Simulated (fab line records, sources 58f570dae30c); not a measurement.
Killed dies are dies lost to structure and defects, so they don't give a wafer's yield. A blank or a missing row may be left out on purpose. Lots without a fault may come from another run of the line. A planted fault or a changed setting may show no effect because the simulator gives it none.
One fault seen from 2 desks | flow berkeley_cmos170 | each desk has only its own numbers; what lay behind them comes last

THE TOOL OWNER'S DESK: litho_track-03
The tool's own readings at UCB170_PLDD_HMDS_00 (prime time 60 s): means of the sampled wafers that have a number, for each lot that ran on this tool. A lot is out of limits, marked OUT, if its mean lies more than 4 standard deviations from the usual mean; the brackets give that distance.
Columns: A = prime_temp_c at UCB170_PLDD_HMDS_00, usual 100.01 C
lot  | first seen here | A
L803 | day 6 20:14     | 100.08
L805 | day 7 06:49     | 99.95
L812 | day 8 10:25     | 99.84
L819 | day 9 10:07     | 100.06
L823 | day 10 05:17    | 89.32 (-89) OUT
L824 | day 10 15:48    | 89.16 (-90) OUT
L825 | day 10 23:25    | 89.15 (-91) OUT
This desk's finding: out of limits on L823, L824, L825; first on L823, day 10 05:17 (prime_temp_c at UCB170_PLDD_HMDS_00). In limits: L803, L805, L812, L819.

THE METROLOGY DESK
What the gauges read, lot by lot, whatever tool the lot ran on: means of the sampled wafers that have a number. A lot is out of limits, marked OUT, if its mean lies more than 4 standard deviations from the usual mean; the brackets give that distance.
Columns: A = NVT_TW at UCB170_NVT_TW_MEAS_09, usual 529.3
lot  | first seen here | A
L803 | day 6 12:17     | 525.6
L804 | day 6 12:26     | 532.3
L805 | day 6 15:23     | 526.2
L806 | day 7 01:44     | 529.8
L810 | day 7 05:40     | 526.9
L811 | day 7 05:55     | 533.1
L814 | day 7 17:20     | 530.6
L813 | day 7 17:37     | 525.7
L812 | day 7 18:00     | 530.6
L819 | day 8 17:41     | 533.8
L818 | day 8 18:01     | 531.0
L822 | day 9 16:16     | 530.2
L823 | day 9 16:31     | 530.3
L824 | day 10 00:56    | 529.1
L825 | day 10 08:32    | 530.6
This desk's finding: nothing out of limits on any of the 15 lots.

PUT TOGETHER
The tool owner's desk could have raised an alarm at day 10 05:17, on L823, L824, L825.
The metrology desk saw nothing out of limits.
The metrology desk has L823, L824, L825 on record, within its limits.
Of the lots named, all ran UCB170_PLDD_HMDS_00 on litho_track-03.

WHAT THE SIMULATOR HAD PUT IN
Process parameter drift: litho_track-03, from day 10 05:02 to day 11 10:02, at UCB170_PLDD_HMDS_00. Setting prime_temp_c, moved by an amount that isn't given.
Lots struck among those shown: L823, L824, L825.
Hours from the fault's start to each desk's first reading out of limits: the tool owner's desk, 0.
